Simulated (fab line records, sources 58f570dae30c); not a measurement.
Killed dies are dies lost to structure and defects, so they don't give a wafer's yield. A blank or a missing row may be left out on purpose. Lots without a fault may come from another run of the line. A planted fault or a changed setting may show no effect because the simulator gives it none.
Split-lot experiment | flow berkeley_cmos170 | 5 lots, 27 wafers read, on a route of 331 steps

THE SPLIT
At UCB170_M1_METAL_ETCH_12 (etches Al in Cl2/BCl3, stops on PSG, target depth 780 nm, time 130 s), the setting time_s was moved away from the recipe's 130 s on 9 of the 27 wafers read, by -56.8% to +44.1%. The other wafers ran this setting at the recipe's value.

FROM THE SPLIT TO THE READING: what the file shows between them, 1 step
- UCB170_M1_STRIP_13: strips in O2

THE READING
cd_nm, in nm, at UCB170_M1_CD_MEAS_90 (target cd 700 nm). Fault-free wafers of this fab line usually give 699.8 nm, standard deviation 2.3 nm.

wafer  | tool, chamber at the split | time_s as run, s | against the recipe | cd_nm, nm | against lot-mates on the recipe
L076.1 | rie_metal-01, 1            | 187.3            | +44.1%             | 685.3     | -13.5
L076.2 | rie_metal-01, 0            | 130              | recipe             | 701.0     | -
L076.3 | rie_metal-01, 1            | 130              | recipe             | 696.6     | -
L076.4 | rie_metal-01, 0            | 187.3            | +44.1%             | 686.3     | -12.5
L076.5 | rie_metal-01, 1            | 130              | recipe             | 698.9     | -
L076.6 | rie_metal-01, 0            | 187.3            | +44.1%             | 687.7     | -11.1
L079.2 | rie_metal-02, 1            | 130              | recipe             | 701.4     | -
L079.3 | rie_metal-02, 0            | 130              | recipe             | 696.5     | -
L079.6 | rie_metal-02, 1            | 130              | recipe             | 700.5     | -
L080.1 | rie_metal-01, 1            | 130              | recipe             | 701.5     | -
L080.2 | rie_metal-01, 1            | 130              | recipe             | 700.2     | -
L080.3 | rie_metal-01, 1            | 165.8            | +27.5%             | 689.8     | -10.5
L080.4 | rie_metal-01, 1            | 130              | recipe             | 699.3     | -
L080.5 | rie_metal-01, 1            | 165.8            | +27.5%             | 692.7     | -7.6
L080.6 | rie_metal-01, 1            | 165.8            | +27.5%             | 690.2     | -10.1
L084.1 | rie_metal-01, 0            | 130              | recipe             | 697.6     | -
L084.2 | rie_metal-01, 1            | 130              | recipe             | 702.8     | -
L084.3 | rie_metal-01, 0            | 56.2             | -56.8%             | 715.6     | +16.4
L084.4 | rie_metal-01, 1            | 56.2             | -56.8%             | 720.6     | +21.4
L084.5 | rie_metal-01, 1            | 56.2             | -56.8%             | 719.4     | +20.2
L084.6 | rie_metal-01, 0            | 130              | recipe             | 697.1     | -
L085.1 | rie_metal-04, 0            | 130              | recipe             | 698.6     | -
L085.2 | rie_metal-04, 0            | 130              | recipe             | 699.9     | -
L085.3 | rie_metal-04, 0            | 130              | recipe             | 700.5     | -
L085.4 | rie_metal-04, 0            | 130              | recipe             | 699.1     | -
L085.5 | rie_metal-04, 0            | 130              | recipe             | 699.0     | -
L085.6 | rie_metal-04, 0            | 130              | recipe             | 699.6     | -

THE FIT
A straight line over all 27 wafers: cd_nm changes by -0.32 nm for each +1% of time_s; r = -0.98; the points scatter about the line by 1.8 nm.
The same after taking each lot's own level away (the mean of its wafers on the recipe; 27 wafers): -0.322 nm for each +1%; r = -0.98; scatter 1.8 nm.
On that fit, the largest move of time_s shifts the reading by 18 nm.
The lots' own levels span 698.83 to 700.33 nm, that is 0.7 times the standard deviation above.
So the lot-to-lot level changes the slope little: the two slopes agree.
Check: with one of the wafers moved furthest among these (-56.8%) left out of the fit, the line predicts +19.2 nm for it against its lot-mates. It came out at +16.4 nm against them.

OTHER SPLITS ON THESE WAFERS
These wafers also went through other splits before the reading. Each is held against what the fit with the lots' levels taken away leaves over:
other split on the same wafers       | wafers away from the commonest value | r with cd_nm (lot level and that fit taken away)
UCB170_ZERO_ETCH_06 target_depth_a   | 9                                    | +0.14
UCB170_ACTIVE_ETCH_15 target_depth_a | 6                                    | -0.18
UCB170_SPACER_CVD_00 time_s          | 9                                    | +0.34
UCB170_CONTACT_CVD_01 time_s         | 6                                    | -0.08

THE WHOLE CHAIN: every reading that the file lists as answering this split, in the file's order
step                    | what it does                                                         | reading                                                              | change (the file's fit)                                                              | r (the file's)
UCB170_M1_METAL_ETCH_12 | etches Al in Cl2/BCl3, stops on PSG, target depth 780 nm, time 130 s | M1.feature_depth_nm (the simulator's own value, which no gauge read) | not straight: 346.3 at the lowest setting, 639.3 at the recipe, 650 at the highest   | not given
UCB170_M1_METAL_ETCH_12 | etches Al in Cl2/BCl3, stops on PSG, target depth 780 nm, time 130 s | etch.depth_nm (the simulator's own value, which no gauge read)       | not straight: 346.3 at the lowest setting, 601.4 at the recipe, 590.7 at the highest | not given
UCB170_M1_STRIP_13      | strips in O2                                                         | oes_product_au                                                       | not straight: 0.728 at the lowest setting, 0.718 at the recipe, 0.552 at the highest | not given
UCB170_M1_CD_MEAS_90    | target cd 700 nm                                                     | cd_nm                                                                | -0.322 nm for each +1% of the setting                                                | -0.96

THE FILE'S OWN FIT
cd_nm changes by -0.322 nm for each +1% of time_s, r = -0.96.
